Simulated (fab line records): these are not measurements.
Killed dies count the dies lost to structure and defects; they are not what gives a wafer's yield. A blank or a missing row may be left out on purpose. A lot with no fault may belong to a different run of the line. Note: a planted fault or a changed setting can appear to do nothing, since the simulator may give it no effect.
Problem report in the 8D (eight disciplines) form, filled by code + flow ritCmos + the parts of the form that need people (team, actions taken, sign-off) are left out

## 1. PROBLEM STATEMENT
At RIT_CONTACT_CLEAN_13, runLengthS averages 598 s over 6 wafers from 2 lots, while fault-free wafers read 627 s, standard deviation 3.5. That puts it -8.4 standard deviations away from the usual mean.
The step: cleans in SC1, time 600 s.
First observed at day 6 14:19: wafer L832.1, on wetBench-01. The record holds 42 wafers of 14 lots with a number at this step. By rule, "out" or "out of limits" means more than 4 standard deviations away from the usual mean. All remaining wafers that have a number are taken as sound.

## 2. WHAT IT IS, AND WHAT IT ISN'T
| question                    | is                     | is not                                                                                 |
|-----------------------------|------------------------|----------------------------------------------------------------------------------------|
| which readings at this step | runLengthS             | -                                                                                      |
| which lots                  | L832, L833             | L816, L817, L818, L820, L821, L822, L823, L824, L835, L836, L838, L839                 |
| which wafers of those lots  | all that have a number | -                                                                                      |
| read on which tools         | wetBench-01            | wetBench-02, wetBench-04                                                               |
| when                        | from day 6 14:19       | up to then (24 sound wafers); but 12 sound wafers of L835, L836, L838, L839 came after |

## 3. WHAT RULES OUT EACH SUSPECT
Counting: a tool at a process step up to the reading stays a suspect if it ran every lot that is out and no sound lot after the first of them.
- wetBench-01 at RIT_CONTACT_CLEAN_13 (cleans in SC1, time 600 s): kept. All lots that are out passed through it, beginning with L832 at day 6 14:19, and no sound lot followed; its final sound lot before that point was L824 at day 5 03:04. On those wafers its own readings are out: runLengthS.
Left after counting: wetBench-01 at RIT_CONTACT_CLEAN_13.

## 4. THE CAUSE (what the simulator had put in)
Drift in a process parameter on wetBench-01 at RIT_CONTACT_CLEAN_13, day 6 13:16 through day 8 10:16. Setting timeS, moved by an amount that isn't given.
The count eliminated every tool but this one.

## 5. THE CHAIN OF EFFECTS, in route order
Rows list readings where the struck wafers' mean (over those with a number) sits beyond 3 standard deviations from the usual. Only readings whose record carries a usual standard deviation are examined. hours: median over the lots of the time between each lot's start at the first step of this table that gives one and its start at this step. sigmas: the change, counted in usual standard deviations.
| hours | step                 | reading    | usual | on struck wafers | change | sigmas |
|-------|----------------------|------------|-------|------------------|--------|--------|
| 0     | RIT_CONTACT_CLEAN_13 | runLengthS | 627 s | 598              | -30    | -8.4   |
The process steps in it:
- RIT_CONTACT_CLEAN_13: cleans in SC1, time 600 s.

## 6. HOW IT WOULD HAVE BEEN CAUGHT EARLIER
In this record the first reading out of limits was taken at day 6 14:19, 1 hour after the fault began at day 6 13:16.
